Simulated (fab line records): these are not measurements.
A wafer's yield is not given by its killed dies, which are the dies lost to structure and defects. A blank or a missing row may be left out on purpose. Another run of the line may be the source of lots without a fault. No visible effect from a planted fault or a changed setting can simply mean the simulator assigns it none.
What tool caused it?	flow rit-cmos	Sampling: 7 lots, 21 wafers, 2 of 202 route steps

WHAT THE GAUGES READ, wafer by wafer
RIT_GATE_THK_MEAS_07.
lot	measured	on	GATE_OXIDE_THK (nm)
L380	day 3 01:11	film-metro-04	2.87 2.81 2.88
L383	day 3 19:25	film-metro-04	2.97 2.98 2.97
L385	day 4 08:04	film-metro-02	3.10 3.06 3.09
L387	day 4 12:15	film-metro-04	3.12 3.05 3.12
L389	day 4 23:29	film-metro-02	3.02 2.93 3.05
L393	day 5 19:29	film-metro-03	4.94 4.90 5.00
L398	day 6 20:19	film-metro-02	4.86 4.88 5.01

WHAT TOOL EACH LOT RAN ON (gives the tool, then ch and the chambers of the sampled wafers, and finally the start)
lot	RIT_GATE_OXIDATION_05
L380	furnace-01 ch 0, day 2 23:31
L383	furnace-01 ch 0, day 3 17:00
L385	furnace-03 ch 0, day 4 06:44
L387	furnace-03 ch 0, day 4 10:55
L389	furnace-04 ch 0, day 4 21:44
L393	furnace-04 ch 0, day 5 17:47
L398	furnace-04 ch 0, day 6 18:59
- RIT_GATE_OXIDATION_05: target thk 3 nm, ox time 270 s.

THE ANSWER, worked out from the rows above alone
Rule: what is usual is taken from the lots themselves. Put in order of their means at a reading, lots are off if they are a third of the lots or fewer, leave a main group of 4 or more, and stand apart from it by a gap of 3 or more times the standard deviation of the main group's means; of several such gaps the widest counts. Not used: any main group whose means are identical at the precision the tables above print for the reading. Also off: a lot with no number at a reading for which 4 or more lots have one. Any other lot the step has rows for is counted as sound.
Off: L393, L398, at RIT_GATE_THK_MEAS_07 (GATE_OXIDE_THK). Main group: mean 3.00 nm, sd 0.088.
If a tool, at a process step before that reading, ran all the lots that are off and no sound lot after the first of them, it fits. Gauges at RIT_GATE_THK_MEAS_07: tried the same way as those tools. One fits: RIT_GATE_OXIDATION_05 on furnace-04. A fault onset in the window from L389 (day 4 21:44, its last sound lot) to L393 (day 5 17:47, its first lot off) fits.

WHAT WAS PUT IN BY THE SIMULATOR
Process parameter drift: furnace-04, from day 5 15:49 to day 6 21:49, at RIT_GATE_OXIDATION_05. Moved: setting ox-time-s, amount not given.
Shown lots that were struck: L393, L398. The same result came from the rule above.
